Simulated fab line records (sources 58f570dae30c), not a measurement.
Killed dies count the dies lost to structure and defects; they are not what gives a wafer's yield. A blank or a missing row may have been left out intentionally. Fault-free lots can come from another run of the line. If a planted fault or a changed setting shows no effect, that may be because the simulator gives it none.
Struck lot and sound lot, side by side / flow berkeley-cmos170 / 15 out of 331 route steps
Sound: these wafers, L241.3, L241.4, L241.6. Wafers L249.1, L249.4, L249.6 were the ones struck. The cause is given at the end.
Order at every step that has rows: each side's tool, ch and its chambers, its first start. Under that, the readings that differ: sound wafers / struck wafers / difference of the means / sigmas: that difference in standard deviations of wafers without a fault.
alike: words and numbers the same on both sides, and readings whose means are apart by under 2 such deviations; not compared: readings that were withheld, readings missing a value for some wafer, numbers with overlapping values and no deviation given by the record, and bounds like >300 which may hide the same value.
A row with sigmas, a row that says differs or no value, or rows on one side alone: a step with any of these is where the two part. When numbers do not overlap yet have no deviation, they are printed without sigmas and do not part them. A reading that every wafer of one side lacks parts them only if that side has two wafers or more.

UCB170_V1_ETCH_14: etches SiO2 in CHF3/CF4/Ar, stops on Al, target depth 1250 nm, time 291 s.
  sound on rie-diel-04 ch 1,2,3, day 10 05:07; struck on rie-diel-01 ch 0,2,3, day 11 11:05
  alike: drypump-motor-current-A, oes-product-au, throttle-valve-pct
  not compared: rf-hours-counter-h
UCB170_V1_STRIP_15: strips in O2.
  sound on plasma-asher-03 ch 0,1, day 10 05:20; struck on plasma-asher-04 ch 0, day 11 11:15
  alike: drypump-motor-current-A, oes-product-au, strip-time-to-endpoint-s
  not compared: rf-hours-counter-h
UCB170_V1_CD_MEAS_90: the cd target is 700 nm.
  sound on cd-sem-02 at day 10 05:29; struck on cd-sem-02 at day 11 11:21
reading=cd-nm (nm); sound=700.9 701.7 702.1; struck=697.1 698.9 699.0; difference=-3.2; sigmas=-2
then, 1 step without rows for these wafers: UCB170_M2_PRE_CLEAN_00 (preclean etch time 60 s).
UCB170_M2_SPUTTER_01: material Al, target thk 900 nm, time 120 s.
  sound on pvd-sputter-04 at day 10 05:38; struck on pvd-sputter-03 at day 11 11:32
  alike: chamber-pressure-pa, throttle-valve-pct
UCB170_M2_RS_MEAS_02: a four-point-probe measurement.
  sound on film-metro-01 at day 10 05:46; struck on film-metro-01 at day 11 11:37
  alike: M2_AL_RS
UCB170_M2_THK_MEAS_03: measures by xrf.
  sound on film-metro-01 at day 10 05:52; struck on film-metro-01 at day 11 11:44
  alike: M2_AL_THK
then, 3 steps without rows for these wafers: UCB170_M2_HMDS_04 (prime time 60 s); UCB170_M2_COAT_05 (resist thk 900 nm); UCB170_M2_SOFTBAKE_06 (time 60 s).
UCB170_M2_STRIP_07: strips in O2.
  sound on plasma-asher-02 ch 0,1, day 10 06:44; struck on plasma-asher-02 ch 0, day 11 12:27
  alike: drypump-motor-current-A, oes-product-au, strip-time-to-endpoint-s
  not compared: rf-hours-counter-h
then, 1 step without rows for these wafers: UCB170_M2_STRIP_08 (strips KrF in DMSO, time 600 s).
UCB170_M2_COAT_09:
  sound on litho-track-03 ch 0, day 10 07:22; struck on litho-track-03 ch 0, day 11 12:44
reading=spin-speed-rpm (rpm); sound=3000.8 2998.1 3000.5; struck=2864.7 2864.7 2862.7; difference=-135.8; sigmas=-85
  alike: exhaust-pa
then, 1 step without rows for these wafers: UCB170_M2_COAT_10 (resist thk 900 nm).
UCB170_M3_PROBE_99:
  the record has rows for the sound wafers here (prober-02, day 10 17:38) and none for the struck ones

== WHERE THEY PART ==
At UCB170_V1_CD_MEAS_90 first; at UCB170_M3_PROBE_99 last (within this record only).

WHY: whatever the simulator had introduced
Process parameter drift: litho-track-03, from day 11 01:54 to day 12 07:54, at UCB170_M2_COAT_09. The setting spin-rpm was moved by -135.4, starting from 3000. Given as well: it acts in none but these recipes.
